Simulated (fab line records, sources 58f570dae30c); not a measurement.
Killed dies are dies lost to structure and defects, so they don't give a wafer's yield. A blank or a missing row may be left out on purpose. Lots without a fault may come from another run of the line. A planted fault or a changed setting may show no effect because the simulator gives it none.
Which tool did it? | flow berkeley_cmos170 | 14 lots, 42 wafers sampled, at 3 steps of a route of 331

WHAT THE GAUGES READ, wafer by wafer
UCB170_START_THK_MEAS_03.
lot  | measured    | on            | START_OXIDE_THK (nm)
L491 | day 1 14:04 | film_metro-01 | 19.9 19.8 20.1
L493 | day 1 22:33 | film_metro-01 | 19.9 19.9 19.9
L492 | day 1 22:34 | film_metro-03 | 20.3 20.3 20.4
L494 | day 2 05:34 | film_metro-03 | 19.4 19.5 19.7
L495 | day 2 09:37 | film_metro-03 | 20.1 20.2 20.6
L496 | day 2 13:42 | film_metro-04 | 19.7 19.9 19.7
L497 | day 2 19:44 | film_metro-01 | 19.9 19.8 19.6
L498 | day 3 01:13 | film_metro-04 | 20.0 20.1 20.5
L499 | day 3 05:01 | film_metro-03 | 20.4 20.4 20.4
L502 | day 3 21:15 | film_metro-03 | 20.8 21.3 21.0
L503 | day 4 01:05 | film_metro-01 | 20.1 20.5 20.1
L504 | day 4 05:36 | film_metro-04 | 20.7 20.5 20.4
L513 | day 6 07:27 | film_metro-04 | 20.0 20.1 19.5
L514 | day 6 07:27 | film_metro-03 | 19.6 19.4 19.9

UCB170_PWELL_THK_MEAS_06.
lot  | measured    | on            | PWELL_NITRIDE_THK (nm)
L491 | day 3 00:08 | film_metro-01 | 219.0 220.4 221.0
L493 | day 3 04:53 | film_metro-01 | 219.2 218.8 218.6
L492 | day 3 04:54 | film_metro-04 | 219.6 220.7 220.1
L494 | day 3 10:24 | film_metro-04 | 218.0 218.4 217.2
L495 | day 3 21:17 | film_metro-01 | 224.2 222.0 223.1
L496 | day 3 21:17 | film_metro-02 | 222.5 223.6 223.7
L497 | day 4 02:54 | film_metro-02 | 221.4 221.4 220.9
L498 | day 4 07:56 | film_metro-04 | 219.9 221.7 218.5
L499 | day 4 13:22 | film_metro-04 | 218.5 217.9 217.8
L502 | day 5 06:25 | film_metro-04 | 246.7 248.4 247.2 246.9 248.5 247.0
L503 | day 5 06:25 | film_metro-01 | 246.2 245.4 247.2 245.9 245.8 247.3
L504 | day 5 15:37 | film_metro-01 | 247.4 246.6 248.2 247.6 246.5 248.1
L513 | day 7 20:31 | film_metro-04 | 219.6 219.6 219.1
L514 | day 7 20:31 | film_metro-02 | 223.0 223.4 224.9

WHICH TOOL RAN EACH LOT (tool, then ch and the chambers of the sampled wafers, then the start)
lot  | UCB170_PWELL_CVD_05
L491 | lpcvd-02 ch 1, day 2 22:13
L493 | lpcvd-01 ch 1, day 3 02:01
L492 | lpcvd-01 ch 1, day 3 02:01
L494 | lpcvd-02 ch 0, day 3 07:29
L495 | lpcvd-01 ch 0, day 3 19:22
L496 | lpcvd-01 ch 0, day 3 19:22
L497 | lpcvd-01 ch 0, day 4 00:59
L498 | lpcvd-01 ch 0, day 4 06:01
L499 | lpcvd-02 ch 0, day 4 11:26
L502 | lpcvd-01 ch 1, day 5 03:32
L503 | lpcvd-01 ch 1, day 5 03:32
L504 | lpcvd-01 ch 1, day 5 11:18
L513 | lpcvd-02 ch 0, day 7 18:36
L514 | lpcvd-02 ch 1, day 7 18:36
- UCB170_PWELL_CVD_05: deposits Si3N4 from SiH2Cl2/NH3, target thk 220 nm, time 3300 s.

WHAT THE TOOLS THEMSELVES READ (means of the sampled wafers that have a number; where no wafer has one, the mark that the record gives instead)
UCB170_PWELL_CVD_05.
lot  | tool     | sih2cl2_flow_sccm (sccm) | spike_tc_load_C (C) | susceptor_temp_C (C) | zone_power_load_pct (%)
L491 | lpcvd-02 | 24.98                    | 821.6               | 799.7                | 19.4
L493 | lpcvd-01 | 25.00                    | 826.0               | 799.9                | 22.3
L492 | lpcvd-01 | 24.96                    | 825.9               | 800.2                | 22.5
L494 | lpcvd-02 | 24.99                    | 828.4               | 800.0                | 21.0
L495 | lpcvd-01 | 24.94                    | 823.4               | 799.9                | 17.6
L496 | lpcvd-01 | 24.99                    | 822.7               | 800.1                | 17.8
L497 | lpcvd-01 | 25.10                    | 822.3               | 799.8                | 17.6
L498 | lpcvd-01 | 25.01                    | 822.6               | 800.1                | 17.5
L499 | lpcvd-02 | 25.02                    | 827.5               | 799.8                | 21.0
L502 | lpcvd-01 | 37.53                    | 826.6               | 799.8                | 22.7
L503 | lpcvd-01 | 37.47                    | 825.6               | 800.1                | 22.6
L504 | lpcvd-01 | 37.55                    | 826.5               | 800.4                | 22.6
L513 | lpcvd-02 | 25.08                    | 826.5               | 800.2                | 21.1
L514 | lpcvd-02 | 24.99                    | 821.8               | 799.5                | 19.3

THE ANSWER, worked out from the rows above alone
Rule: what is usual is taken from the lots themselves. Put in order of their means at a reading, lots are off if they are a third of the lots or fewer, leave a main group of 4 or more, and stand apart from it by a gap of 3 or more times the standard deviation of the main group's means; of several such gaps the widest counts. A main group whose means are all the same, to the digits that the tables above print for the reading, isn't used. A lot without any number at a reading at which 4 lots or more have one is off too. The other lots that the step has rows for count as sound. The gauges are gone through in route order, then the tools' own readings, and for those a lot's mean is taken as printed above. The first step at which some lot is off is used, and at that step the reading that is off furthest; a lot without a number counts as furthest.
Off: L502, L503, L504, at UCB170_PWELL_THK_MEAS_06 (PWELL_NITRIDE_THK). The main group: mean 220.5 nm, standard deviation 2.
A tool fits if, at a process step before that reading, it ran every lot that is off, and no sound lot after the first of them. The gauges at UCB170_PWELL_THK_MEAS_06 aren't tried: what is off there is off at UCB170_PWELL_CVD_05 too, on other tools, and a gauge's error can't cause that. One fits: lpcvd-01 at UCB170_PWELL_CVD_05. Its last sound lot is L498 (day 4 06:01), its first lot that is off L502 (day 5 03:32): a fault that began between those two fits.
The tool's own readings at UCB170_PWELL_CVD_05 bear it out: on the lots that are off they differ by more than 5 times the standard deviation of the sound lots' means. sih2cl2_flow_sccm reads 37.52 sccm there against 25.01 sccm on the sound lots.

WHAT THE SIMULATOR HAD PUT IN
Process parameter drift: lpcvd-01, from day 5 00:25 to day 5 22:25, at UCB170_PWELL_CVD_05. Setting sih2cl2_flow_sccm, moved by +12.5, from 25. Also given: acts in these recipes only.
Lots struck among those shown: L502, L503, L504. The rule above found the same.
